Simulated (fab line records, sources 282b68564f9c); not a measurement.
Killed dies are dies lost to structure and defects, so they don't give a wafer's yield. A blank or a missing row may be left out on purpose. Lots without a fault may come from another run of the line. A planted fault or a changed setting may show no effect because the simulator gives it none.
Which tool did it? | flow rit_cmos | 15 lots, 45 wafers sampled, at 2 steps of a route of 202

WHAT THE GAUGES READ, wafer by wafer
RIT_CONTACT_CD_MEAS_90: target cd 1000 nm.
lot  | measured    | on        | cd_nm (nm)
L935 | day 3 09:28 | cd_sem-02 | 1000.8 998.6 1000.8
L936 | day 3 17:18 | cd_sem-01 | 1000.2 999.0 998.7
L938 | day 4 02:28 | cd_sem-02 | 1002.8 1002.7 1004.5
L940 | day 4 11:44 | cd_sem-02 | 997.6 998.9 996.6
L941 | day 4 15:55 | cd_sem-02 | 997.5 999.0 999.1
L942 | day 4 21:04 | cd_sem-02 | 997.8 996.6 999.7
L943 | day 5 01:20 | cd_sem-02 | 999.3 1000.4 1001.0
L944 | day 5 06:23 | cd_sem-02 | 1002.9 1004.7 1002.6
L945 | day 5 09:12 | cd_sem-02 | 999.1 999.4 996.8
L947 | day 5 18:11 | cd_sem-02 | 1001.3 1001.3 1001.4
L949 | day 6 06:52 | cd_sem-02 | 997.8 998.3 999.8
L951 | day 6 13:14 | cd_sem-01 | - - -
L952 | day 6 19:20 | cd_sem-02 | - - -
L953 | day 7 02:56 | cd_sem-02 | - - -
L958 | day 8 06:42 | cd_sem-01 | 1001.8 1001.1 1001.8

WHICH TOOL RAN EACH LOT (tool, then ch and the chambers of the sampled wafers, then the start)
lot  | RIT_CONTACT_ETCH_11
L935 | rie_diel-02 ch 0,2,3, day 3 09:05
L936 | rie_diel-02 ch 1,2,3, day 3 16:56
L938 | rie_diel-04 ch 2,3, day 4 02:06
L940 | rie_diel-02 ch 0,1,3, day 4 11:22
L941 | rie_diel-02 ch 1,3, day 4 15:31
L942 | rie_diel-03 ch 1,2, day 4 20:40
L943 | rie_diel-04 ch 0,3, day 5 00:58
L944 | rie_diel-04 ch 1,2,3, day 5 06:01
L945 | rie_diel-03 ch 0,2,3, day 5 08:49
L947 | rie_diel-04 ch 0,3, day 5 17:47
L949 | rie_diel-04 ch 2,3, day 6 06:29
L951 | rie_diel-03 ch 0,2, day 6 12:50
L952 | rie_diel-03 ch 0,2, day 6 18:58
L953 | rie_diel-03 ch 0,2, day 7 02:34
L958 | rie_diel-02 ch 0,2,3, day 8 06:20
- RIT_CONTACT_ETCH_11: etches SiO2 in CHF3/CF4/Ar, stops on TiSi2, target depth 480 nm, time 320 s.

WHAT THE TOOLS THEMSELVES READ (means of the sampled wafers that have a number; where no wafer has one, the mark that the record gives instead)
RIT_CONTACT_ETCH_11.
lot  | tool        | CHF3_flow_sccm (sccm) | O2_flow_sccm (sccm) | drypump_motor_current_A (A) | oes_product_au (a.u.) | throttle_valve_pct (%)
L935 | rie_diel-02 | 50.07                 | 4.993               | 6.0                         | 0.994                 | 8.83
L936 | rie_diel-02 | 50.00                 | 4.988               | 6.2                         | 1.006                 | 8.84
L938 | rie_diel-04 | 50.20                 | 4.984               | 5.6                         | 0.971                 | 8.66
L940 | rie_diel-02 | 49.99                 | 5.007               | 5.7                         | 0.990                 | 8.83
L941 | rie_diel-02 | 50.04                 | 5.011               | 6.0                         | 0.997                 | 8.83
L942 | rie_diel-03 | 49.93                 | 4.998               | 5.0                         | 0.979                 | 8.81
L943 | rie_diel-04 | 50.05                 | 5.015               | 5.5                         | 0.985                 | 8.85
L944 | rie_diel-04 | 50.14                 | 4.993               | 5.6                         | 0.970                 | 8.74
L945 | rie_diel-03 | 49.91                 | 5.011               | 5.4                         | 0.988                 | 8.70
L947 | rie_diel-04 | 50.07                 | 4.991               | 5.5                         | 0.989                 | 8.87
L949 | rie_diel-04 | 49.94                 | 5.010               | 5.6                         | 0.972                 | 8.67
L951 | rie_diel-03 | -                     | -                   | -                           | -                     | -
L952 | rie_diel-03 | -                     | -                   | -                           | -                     | -
L953 | rie_diel-03 | -                     | -                   | -                           | -                     | -
L958 | rie_diel-02 | 50.08                 | 4.999               | 6.0                         | 0.998                 | 8.83

THE ANSWER, worked out from the rows above alone
Rule: what is usual is taken from the lots themselves. Put in order of their means at a reading, lots are off if they are a third of the lots or fewer, leave a main group of 4 or more, and stand apart from it by a gap of 3 or more times the standard deviation of the main group's means; of several such gaps the widest counts. A main group whose means are all the same, to the digits that the tables above print for the reading, isn't used. A lot without any number at a reading at which 4 lots or more have one is off too. The other lots that the step has rows for count as sound. The gauges are gone through in route order, then the tools' own readings, and for those a lot's mean is taken as printed above. The first step at which some lot is off is used, and at that step the reading that is off furthest; a lot without a number counts as furthest.
Off: L951, L952, L953, at RIT_CONTACT_CD_MEAS_90 (cd_nm). Without a number there: L951, L952, L953. The main group: mean 1000.0 nm, standard deviation 1.9.
A tool fits if, at a process step before that reading, it ran every lot that is off, and no sound lot after the first of them. The gauges at RIT_CONTACT_CD_MEAS_90 aren't tried: what is off there is off at RIT_CONTACT_ETCH_11 too, on other tools, and a gauge's error can't cause that. One fits: rie_diel-03 at RIT_CONTACT_ETCH_11. Its last sound lot is L945 (day 5 08:49), its first lot that is off L951 (day 6 12:50): a fault that began between those two fits.
Blank at RIT_CONTACT_ETCH_11 on the lots that are off, where sound lots have numbers: CHF3_flow_sccm, O2_flow_sccm, drypump_motor_current_A, oes_product_au, throttle_valve_pct.

WHAT THE SIMULATOR HAD PUT IN
Skipped step whole: rie_diel-03, from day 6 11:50 on, at RIT_CONTACT_ETCH_11. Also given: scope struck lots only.
Lots struck among those shown: L951, L952, L953. The rule above found the same.
